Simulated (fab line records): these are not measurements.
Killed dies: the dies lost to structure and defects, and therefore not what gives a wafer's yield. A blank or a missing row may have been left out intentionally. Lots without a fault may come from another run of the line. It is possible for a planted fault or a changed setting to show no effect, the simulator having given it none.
Which tool was responsible?    flow ritCmos    13 lots, 39 wafers sampled, at 3 steps of a route of 202

== WHAT EACH GAUGE READ, for each wafer ==
RIT_SILICIDE_RS_MEAS_02: measurement is done with a four-point probe. Usual: for SILICIDE_TI_RS the level is 46.0 ohm/sq and the standard deviation is 0.65.
lot   measured     on            SILICIDE_TI_RS (ohm/sq)  flag
L686  day 3 07:30  filmMetro-01  46.7 47.1 46.6           
L687  day 3 10:23  filmMetro-02  46.0 44.7 46.1           
L690  day 4 00:00  filmMetro-01  45.6 39.0 39.1           OFF
L699  day 6 02:17  filmMetro-02  45.6 46.0 45.6           
L701  day 6 07:43  filmMetro-02  46.9 46.8 46.9           
L702  day 6 12:43  filmMetro-01  46.1 45.1 45.5           
L703  day 6 22:37  filmMetro-01  45.3 45.8 45.3           
L705  day 7 03:41  filmMetro-02  46.7 46.9 47.4           
L704  day 7 04:25  filmMetro-02  44.9 46.5 45.2           
L706  day 7 11:34  filmMetro-02  46.5 46.3 46.4           
L707  day 7 23:07  filmMetro-01  45.8 46.9 46.8           
L709  day 8 01:49  filmMetro-02  45.7 45.7 44.9           
L708  day 8 02:03  filmMetro-01  44.8 45.4 45.5           

RIT_SILICIDE_THK_MEAS_03: measures by xrf. Usual: for SILICIDE_TI_THK the level is 30.7 nm and the standard deviation is 0.36.
lot   measured     on            SILICIDE_TI_THK (nm)  flag
L686  day 3 07:37  filmMetro-01  30.3 30.1 30.3        
L687  day 3 10:29  filmMetro-02  30.9 31.6 30.8        
L690  day 4 00:07  filmMetro-01  30.7 34.8 34.7        OFF
L699  day 6 02:24  filmMetro-02  31.0 30.9 31.0        
L701  day 6 07:50  filmMetro-02  30.3 30.4 30.5        
L702  day 6 12:50  filmMetro-01  30.5 31.2 30.8        
L703  day 6 22:43  filmMetro-01  30.9 30.8 31.1        
L705  day 7 03:47  filmMetro-02  30.7 30.6 30.2        
L704  day 7 04:31  filmMetro-02  31.4 30.7 31.4        
L706  day 7 11:40  filmMetro-02  30.6 30.7 30.8        
L707  day 7 23:14  filmMetro-01  30.7 30.2 30.3        
L709  day 8 01:56  filmMetro-02  31.0 31.3 31.6        
L708  day 8 02:10  filmMetro-01  31.2 30.8 30.8        

== TOOL THAT RAN EACH LOT (tool first, then ch and the chambers of the sampled wafers, then the start) ==
lot   RIT_SILICIDE_SPUTTER_01
L686  pvdSputter-01, day 3 07:21
L687  pvdSputter-04, day 3 10:12
L690  pvdSputter-04, day 3 23:51
L699  pvdSputter-02, day 6 02:08
L701  pvdSputter-02, day 6 07:34
L702  pvdSputter-01, day 6 12:34
L703  pvdSputter-04, day 6 22:26
L705  pvdSputter-02, day 7 03:31
L704  pvdSputter-04, day 7 04:13
L706  pvdSputter-02, day 7 11:23
L707  pvdSputter-01, day 7 22:58
L709  pvdSputter-04, day 8 01:40
L708  pvdSputter-01, day 8 01:53
- RIT_SILICIDE_SPUTTER_01: material Ti, target thk 30 nm, time 240 s.

== AS READ BY THE TOOLS THEMSELVES (means over the sampled wafers that have a number; for cases with no such wafer, the mark the record gives instead) ==
RIT_SILICIDE_SPUTTER_01. Usual: throttleValvePct 29.6 %, standard deviation 1.4.
lot   tool           throttleValvePct (%)  flag
L686  pvdSputter-01  29.7                  
L687  pvdSputter-04  29.3                  
L690  pvdSputter-04  30.5                  
L699  pvdSputter-02  29.0                  
L701  pvdSputter-02  29.5                  
L702  pvdSputter-01  30.4                  
L703  pvdSputter-04  27.8                  
L705  pvdSputter-02  30.1                  
L704  pvdSputter-04  30.7                  
L706  pvdSputter-02  29.6                  
L707  pvdSputter-01  29.0                  
L709  pvdSputter-04  29.1                  
L708  pvdSputter-01  30.5                  

== THE ANSWER, worked out from the rows above alone ==
Rule: a lot is off if the mean of its wafers that have a number lies more than 3 standard deviations from the usual mean. Also off: a lot with no number at a reading for which 4 or more lots have one. The other lots that the step has rows for count as sound. After the gauges, taken in route order, come the tools' own readings; for these a lot's mean is taken, as printed above. At the first step where some lot is off, the reading lying furthest off is the one used; lots without a number count as furthest.
Off: at RIT_SILICIDE_RS_MEAS_02 (SILICIDE_TI_RS), L690.
A tool fits if, at a process step before that reading, it ran every lot that is off, and no sound lot after the first of them. The gauges at RIT_SILICIDE_RS_MEAS_02 are tried like those tools. None of those tried fits.

== WHAT HAD BEEN PUT IN BY THE SIMULATOR ==
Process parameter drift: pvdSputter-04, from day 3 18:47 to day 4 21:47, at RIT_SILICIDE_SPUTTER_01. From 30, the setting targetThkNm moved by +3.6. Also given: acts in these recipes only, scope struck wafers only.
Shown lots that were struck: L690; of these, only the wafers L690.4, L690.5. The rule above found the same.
